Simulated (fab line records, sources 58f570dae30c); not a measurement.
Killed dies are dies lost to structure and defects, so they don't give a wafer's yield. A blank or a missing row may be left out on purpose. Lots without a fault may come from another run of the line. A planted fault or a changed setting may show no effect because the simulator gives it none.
fab line records | flow berkeley_cmos170
record lots=7 wafers=21 last_day=12
route steps=331 shown SPACER@172 PSD@175 NSD@187
lots that met no fault: from a run of the same line without faults
start_h: hours from the record's first day to the start of the lot's first wafer shown | wait_h: hours since the lot's step before | " the same as in the row above | L1.1+2: a row that stands for several wafers | - no value, or no start given | * or withheld: withheld | < > ~ a bound
route shown NAME@n: a module of which the file shows steps, and the number in the route of the first | usual: mean/standard deviation of fault-free wafers | same: alike in all rows | chamber/n: place in a boat | sites: the reading at each site | _std_site: their standard deviation | _edge_site: outer sites' mean less inner sites' | radius_mm: how far each site lies from the wafer's centre | mask NAME#n: copy n | behind: the tool/chamber that last shaped the wafer | hold: why the lot was held/for how many hours/how that ended | device: the transistor (n, p or np) that didn't switch | end of line: the same wafers' tests at the end of the route | a step without rows: its recipe alone | killed: dies lost to structure and defects at the first sort, not the wafer's yield | map: a wafer's dies, x killed, . not, _ none there
set.NAME: the setting as run; set.NAME@STEP: as run at that earlier step | model.NAME: the simulator's own value behind a step, which no gauge read
lots at some steps of the route; a table a step, a row a wafer
services: from which hour (start_h, from the record's first day; less than 0 if before it) a tool's chamber was out of use, for how many hours, and why
## steps
# step UCB170_SPACER_THK_MEAS_01
# recipe reads=SiO2_of_SPACER_CVD_00
# usual SPACER_TEOS_THK=377/4.8
# columns lot.wafer tool chamber start_h wait_h SPACER_TEOS_THK[nm]
L710.1 film_metro-03 - 128.53 0.0 368
L710.3 " - " " 378
L710.6 " - " " 378
L716.3 film_metro-04 - 157.08 0.0 379
L716.4 " - " " 380
L716.5 " - " " 384
L721.2 film_metro-04 - 190.46 0.0 383
L721.4 " - " " 386
L721.5 " - " " 385
L725.1 film_metro-02 - 205.58 0.0 374
L725.2 " - " " 380
L725.6 " - " " 381
L727.1 film_metro-02 - 214.76 0.0 376
L727.2 " - " " 375
L727.5 " - " " 380
L728.1 film_metro-02 - 217.19 0.0 369
L728.3 " - " " 370
L728.5 " - " " 372
L732.1 film_metro-02 - 250.60 0.0 371
L732.5 " - " " 373
L732.6 " - " " 374
# step UCB170_SPACER_ANNEAL_02
# recipe temp_c=900 time_s=1800 ambient=N2
# step UCB170_SPACER_ETCHBACK_03
# recipe stop_on=Si target=SiO2 chemistry=CHF3/CF4/Ar CHF3_flow_sccm=50 cf4_flow_sccm=10 Ar_flow_sccm=120 pressure_mtorr=200 rf_w=500 target_depth_a=3760 time_s=100
# usual drypump_motor_current_A=5.6/0.6 oes_product_au=0.899/0.013 rf_fwd_power_W=497.0/1.8 throttle_valve_pct=6.47/0.11
# columns lot.wafer tool chamber start_h wait_h drypump_motor_current_A oes_product_au rf_fwd_power_W rf_hours_counter_h throttle_valve_pct
L710.1 rie_diel-03 1 134.08 0.0 5.0 0.869 497.1 114 6.65
L710.3 " 3 " " 4.9 0.894 496.0 110 6.32
L710.6 " 0 " " 6.0 0.909 495.9 - 6.38
L716.3 rie_diel-03 3 161.15 0.0 4.9 0.894 494.7 111 6.30
L716.4 " 1 " " 5.1 0.894 495.0 115 6.65
L716.5 " 3 " " 4.9 0.897 494.8 - 6.31
L721.2 rie_diel-04 1 194.17 0.0 5.2 0.924 494.8 1 6.50
L721.4 " 3 " " 5.4 0.919 496.6 14 6.46
L721.5 " 1 " " 5.2 0.931 496.2 - 6.51
L725.1 rie_diel-04 1 208.61 0.0 5.1 0.906 494.7 2 6.51
L725.2 " 0 " " 6.4 0.904 501.5 11 6.38
L725.6 " 0 " " 6.4 0.907 497.7 - 6.37
L727.1 rie_diel-02 0 219.80 0.0 6.4 0.884 495.9 3 6.53
L727.2 " 1 " " 6.7 0.906 496.2 19 6.60
L727.5 " 0 " " 6.4 0.891 497.8 - 6.55
L728.1 rie_diel-04 0 219.80 0.0 6.4 0.878 500.3 12 6.37
L728.3 " 1 " " 5.2 0.903 497.1 3 6.52
L728.5 " 3 " " 5.4 0.886 495.1 - 6.45
L732.1 rie_diel-04 2 254.82 0.0 4.8 0.880 498.8 108 6.35
L732.5 " 1 " " 5.2 0.910 497.5 - 6.51
L732.6 " 2 " " 4.8 0.887 496.3 - 6.36
# step UCB170_PSD_HMDS_00
# recipe prime_time_s=60 prime_temp_c=100
# step UCB170_PSD_COAT_01
# recipe resist=KrF spin_rpm=1500 resist_thk_nm=900
# step UCB170_PSD_SOFTBAKE_02
# recipe resist=KrF temp_c=130 time_s=60
# step UCB170_PSD_EXPOSE_03
# recipe mask_id=PSELECT_MOD na=0.5 sigma_outer=0.6 source_shape=conventional target_cd_nm=1200 dose_mj=30
# step UCB170_PSD_PEB_04
# recipe peb_temp_c=130 peb_time_s=withheld resist=KrF
# step UCB170_PSD_DEVELOP_05
# recipe developer=TMAH develop_time_s=45 resist=KrF dev_temp_c=21
# step UCB170_PSD_CD_MEAS_06
# recipe target_cd_nm=1200
# usual cd_nm=1199.9/1.5
# columns lot.wafer tool chamber start_h wait_h cd_nm
L710.1 cd_sem-02 - 135.88 - 1201.7
L710.3 " - " " 1201.1
L710.6 " - " " 1202.0
L716.3 cd_sem-02 - 162.96 - 1199.7
L716.4 " - " " 1200.9
L716.5 " - " " 1200.4
L721.2 cd_sem-02 - 195.77 - 1198.0
L721.4 " - " " 1198.6
L721.5 " - " " 1198.5
L725.1 cd_sem-02 - 210.01 - 1200.4
L725.2 " - " " 1201.0
L725.6 " - " " 1201.9
L727.1 cd_sem-01 - 221.05 - 1200.4
L727.2 " - " " 1199.6
L727.5 " - " " 1200.1
L728.1 cd_sem-02 - 221.28 - 1199.2
L728.3 " - " " 1197.8
L728.5 " - " " 1198.5
L732.1 cd_sem-02 - 256.79 - 1198.9
L732.5 " - " " 1199.6
L732.6 " - " " 1201.8
# step UCB170_PSD_OVL_MEAS_07
# usual PSD_OVL=2/4.7
# columns lot.wafer tool chamber start_h wait_h PSD_OVL[nm]
L710.1 overlay-01 - 136.00 0.1 7
L710.3 " - " " 3
L710.6 " - " " 7
L716.3 overlay-02 - 163.05 0.1 3
L716.4 " - " " -2
L716.5 " - " " 6
L721.2 overlay-02 - 195.88 0.1 0
L721.4 " - " " 2
L721.5 " - " " -1
L725.1 overlay-01 - 210.13 0.1 7
L725.2 " - " " 5
L725.6 " - " " 1
L727.1 overlay-01 - 221.20 0.1 -2
L727.2 " - " " 0
L727.5 " - " " 3
L728.1 overlay-01 - 221.40 0.1 3
L728.3 " - " " 5
L728.5 " - " " 8
L732.1 overlay-01 - 256.91 0.1 4
L732.5 " - " " 4
L732.6 " - " " 6
# step UCB170_PSD_IMPLANT_08
# recipe species=B dose_cm2=3e+15 energy_kev=20 tilt_deg=7
# step UCB170_PSD_STRIP_09
# recipe chemistry=O2 power_w=400 pressure_mtorr=3500 platen_temp_c=withheld o2_flow_sccm=400 overash_fraction=0.5
# usual chamber_pressure_mTorr=3501/3.2 drypump_motor_current_A=5.90/0.25 oes_product_au=0.601/0.0045 strip_time_to_endpoint_s=29.38/0.076
# columns lot.wafer tool chamber start_h wait_h chamber_pressure_mTorr drypump_motor_current_A oes_product_au rf_hours_counter_h strip_time_to_endpoint_s model.KrF_of_PSD_COAT_01.thk_nm
L710.1 plasma_asher-02 0 136.19 0.1 3504 5.54 0.598 34 29.37 0
L710.3 " 0 " " 3495 5.58 0.599 - 29.33 0
L710.6 " 1 " " 3499 5.91 0.601 - 29.38 0
L716.3 plasma_asher-03 0 163.26 0.1 3501 5.76 0.612 - 29.44 0
L716.4 " 1 " " 3496 5.88 0.599 - 29.40 0
L716.5 " 0 " " 3497 5.78 0.605 - 29.38 0
L721.2 plasma_asher-02 1 196.06 0.1 3501 5.94 0.600 41 29.19 0
L721.4 " 0 " " 3502 5.57 0.596 - 29.21 0
L721.5 " 1 " " 3501 5.94 0.610 - 29.26 0
L725.1 plasma_asher-04 1 210.31 0.1 - - - - - 889
L725.2 " 0 " " - - - - - 888.7
L725.6 " 1 " " - - - - - 888.4
L727.1 plasma_asher-04 0 221.39 0.1 - - - - - 887.8
L727.2 " 1 " " - - - - - 886.2
L727.5 " 1 " " - - - - - 889.4
L728.1 plasma_asher-03 1 221.59 0.1 - - - - - 884.1
L728.3 " 1 " " - - - - - 885.2
L728.5 " 0 " " - - - - - 886.7
L732.1 plasma_asher-02 0 257.10 0.1 3497 5.55 0.605 48 29.25 0
L732.5 " 0 " " 3501 5.55 0.594 - 29.28 0
L732.6 " 1 " " 3499 5.91 0.604 - 29.32 0
# step UCB170_PSD_TW_MEAS_10
# usual PSD_TW=2331/14
# columns lot.wafer tool chamber start_h wait_h PSD_TW
L710.1 film_metro-03 - 136.29 0.1 2326
L710.3 " - " " 2328
L710.6 " - " " 2326
L716.3 film_metro-04 - 163.35 0.1 2323
L716.4 " - " " 2329
L716.5 " - " " 2328
L721.2 film_metro-01 - 196.17 0.1 2341
L721.4 " - " " 2340
L721.5 " - " " 2321
L725.1 film_metro-03 - 210.41 0.1 2322
L725.2 " - " " 2315
L725.6 " - " " 2318
L727.1 film_metro-03 - 221.49 0.1 2337
L727.2 " - " " 2333
L727.5 " - " " 2340
L728.1 film_metro-01 - 221.69 0.1 2359
L728.3 " - " " 2339
L728.5 " - " " 2360
L732.1 film_metro-04 - 257.20 0.1 2333
L732.5 " - " " 2337
L732.6 " - " " 2312
# step UCB170_PSD_CLEAN_11
# recipe chemistry=SPM temp_c=120 time_s=600
# step UCB170_NSD_HMDS_00
# recipe prime_time_s=60 prime_temp_c=100
# step UCB170_NSD_COAT_01
# recipe resist=KrF spin_rpm=1500 resist_thk_nm=900
# step UCB170_NSD_SOFTBAKE_02
# recipe resist=KrF temp_c=130 time_s=60
# step UCB170_NSD_EXPOSE_03
# recipe mask_id=NSELECT_MOD na=0.5 sigma_outer=0.6 source_shape=conventional target_cd_nm=1200 dose_mj=30
# step UCB170_NSD_PEB_04
# recipe peb_temp_c=130 peb_time_s=withheld resist=KrF
# step UCB170_NSD_DEVELOP_05
# recipe developer=TMAH develop_time_s=45 resist=KrF dev_temp_c=21
# step UCB170_NSD_CD_MEAS_06
# recipe target_cd_nm=1200
# usual cd_nm=1200.4/1.4
# columns lot.wafer tool chamber start_h wait_h cd_nm
L710.1 cd_sem-01 - 137.64 - 1199.4
L710.3 " - " " 1199.7
L710.6 " - " " 1199.2
L716.3 cd_sem-01 - 164.45 - 1199.2
L716.4 " - " " 1200.3
L716.5 " - " " 1200.4
L721.2 cd_sem-02 - 197.87 - 1199.8
L721.4 " - " " 1199.2
L721.5 " - " " 1198.5
L725.1 cd_sem-01 - 211.95 - 1200.6
L725.2 " - " " 1201.8
L725.6 " - " " 1202.0
L727.1 cd_sem-01 - 223.41 - 1201.2
L727.2 " - " " 1201.4
L727.5 " - " " 1202.5
L728.1 cd_sem-01 - 223.84 - 1199.0
L728.3 " - " " 1200.7
L728.5 " - " " 1201.1
L732.1 cd_sem-01 - 259.16 - 1200.6
L732.5 " - " " 1201.1
L732.6 " - " " 1200.0
# step UCB170_NSD_OVL_MEAS_07
# usual NSD_OVL=7/4.4
# columns lot.wafer tool chamber start_h wait_h NSD_OVL[nm]
L710.1 overlay-01 - 137.76 0.1 3
L710.3 " - " " 7
L710.6 " - " " 6
L716.3 overlay-01 - 164.54 0.1 7
L716.4 " - " " 9
L716.5 " - " " 10
L721.2 overlay-01 - 197.97 0.1 7
L721.4 " - " " 3
L721.5 " - " " 6
L725.1 overlay-01 - 212.07 0.1 3
L725.2 " - " " 2
L725.6 " - " " 6
L727.1 overlay-01 - 223.53 0.1 1
L727.2 " - " " 3
L727.5 " - " " 2
L728.1 overlay-02 - 223.96 0.1 11
L728.3 " - " " 7
L728.5 " - " " 5
L732.1 overlay-01 - 259.28 0.1 5
L732.5 " - " " 3
L732.6 " - " " 8
# step UCB170_NSD_IMPLANT_08
# recipe species=P dose_cm2=3e+15 energy_kev=40 tilt_deg=7
# step UCB170_NSD_STRIP_09
# recipe chemistry=O2 power_w=400 pressure_mtorr=3500 platen_temp_c=withheld o2_flow_sccm=400 overash_fraction=0.5
# usual chamber_pressure_mTorr=3500/3.5 drypump_motor_current_A=5.7/0.47 oes_product_au=0.534/0.0044 strip_time_to_endpoint_s=35.85/0.097
# columns lot.wafer tool chamber start_h wait_h chamber_pressure_mTorr drypump_motor_current_A oes_product_au rf_hours_counter_h strip_time_to_endpoint_s
L710.1 plasma_asher-04 1 137.95 0.1 3497 6.4 0.542 2 35.99
L710.3 " 0 " " 3502 5.9 0.529 - 36.06
L710.6 " 1 " " 3505 6.4 0.534 - 36.00
L716.3 plasma_asher-04 1 164.74 0.1 3498 6.5 0.535 - 35.81
L716.4 " 0 " " 3500 5.8 0.533 - 35.80
L716.5 " 1 " " 3501 6.5 0.534 - 35.86
L721.2 plasma_asher-01 0 198.15 0.1 3503 5.3 0.523 51 35.98
L721.4 " 0 " " 3501 5.3 0.536 - 35.91
L721.5 " 0 " " 3499 5.3 0.533 - 35.93
L725.1 plasma_asher-02 0 212.26 0.1 3501 5.6 0.620 43 62.08
L725.2 " 1 " " 3504 5.9 0.625 43 62.13
L725.6 " 0 " " 3500 5.6 0.626 - 62.08
L727.1 plasma_asher-01 1 223.72 0.1 3499 5.0 0.620 54 62.10
L727.2 " 0 " " 3498 5.3 0.620 54 62.08
L727.5 " 0 " " 3502 5.3 0.610 - 62.13
L728.1 plasma_asher-04 0 224.15 0.1 3499 5.8 0.618 11 62.09
L728.3 " 1 " " 3504 6.4 0.619 - 62.08
L728.5 " 0 " " 3500 5.8 0.621 - 62.11
L732.1 plasma_asher-02 0 259.46 0.1 3501 5.5 0.537 49 35.71
L732.5 " 0 " " 3500 5.5 0.539 - 35.67
L732.6 " 1 " " 3490 5.9 0.526 - 35.64
# step UCB170_NSD_TW_MEAS_10
# usual NSD_TW=4188/23
# columns lot.wafer tool chamber start_h wait_h NSD_TW
L710.1 film_metro-04 - 138.05 0.1 4171
L710.3 " - " " 4185
L710.6 " - " " 4166
L716.3 film_metro-03 - 164.83 0.1 4179
L716.4 " - " " 4164
L716.5 " - " " 4173
L721.2 film_metro-01 - 198.26 0.1 4212
L721.4 " - " " 4187
L721.5 " - " " 4190
L725.1 film_metro-01 - 212.36 0.1 30
L725.2 " - " " 30
L725.6 " - " " 30
L727.1 film_metro-04 - 223.82 0.1 30
L727.2 " - " " 30
L727.5 " - " " 30
L728.1 film_metro-03 - 224.25 0.1 30
L728.3 " - " " 30
L728.5 " - " " 30
L732.1 film_metro-01 - 259.56 0.1 4209
L732.5 " - " " 4196
L732.6 " - " " 4225
# step UCB170_NSD_CLEAN_11
# recipe chemistry=SPM temp_c=120 time_s=600
## services
# columns tool chamber start_h hours kind
plasma_asher-04 0 117.77 - clean
plasma_asher-04 1 117.77 - clean
rie_diel-04 0 133.96 8.4 repair
rie_diel-02 2 145.85 15.8 repair
rie_diel-04 1 146.01 - clean
rie_diel-04 1 146.01 14.7 scheduled_down
rie_diel-04 1 146.01 14.7 vent_cycle
rie_diel-02 0 161.69 - clean
rie_diel-02 0 161.69 15.3 scheduled_down
rie_diel-02 0 161.69 15.3 vent_cycle
plasma_asher-04 - 164.98 2.8 pm
rie_diel-04 - 166.65 14.6 pm
rie_diel-02 0 184.75 11.8 repair
rie_diel-04 2 204.47 5.6 repair
rie_diel-04 2 211.78 6.0 repair
plasma_asher-02 - 239.56 0.5 repair
## key
first_sign step=UCB170_PSD_STRIP_09 reading=tool_record direction=missing
effect step=UCB170_NSD_STRIP_09 reading=strip_time_to_endpoint_s direction=up sigmas=99+ usual=* struck=*
effect step=UCB170_NSD_TW_MEAS_10 reading=NSD_TW direction=down sigmas=99+ usual=4188 struck=30
model_effect step=UCB170_PSD_STRIP_09 value=KrF_of_PSD_COAT_01.thk_nm without=0 struck=887.3
met_at UCB170_PSD_STRIP_09
struck_wafers L725.1,L725.2,L725.6,L727.1,L727.2,L727.5,L728.1,L728.3,L728.5
sort_left_out L725.1,L725.2,L725.6,L727.1,L727.2,L727.5,L728.1,L728.3,L728.5
tester_left_out L725,L727,L728
onset_between 163.26 210.31
fault kind=skipped_step_whole tool=plasma_asher-03,plasma_asher-04 chamber=- onset_h=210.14 steps=UCB170_PSD_STRIP_09 scope=struck_lots_only
# tester_left_out: of these lots the tester's yield and bins aren't shown, on N5 and GAA mostly nor the transistor test; their killed dies are dies lost to structure and defects alone, not to doping, threshold or leakage, so they don't give the yield
# sort_left_out: the simulated sort isn't trusted on such a fault, so these wafers' sort isn't shown, and their yield isn't known
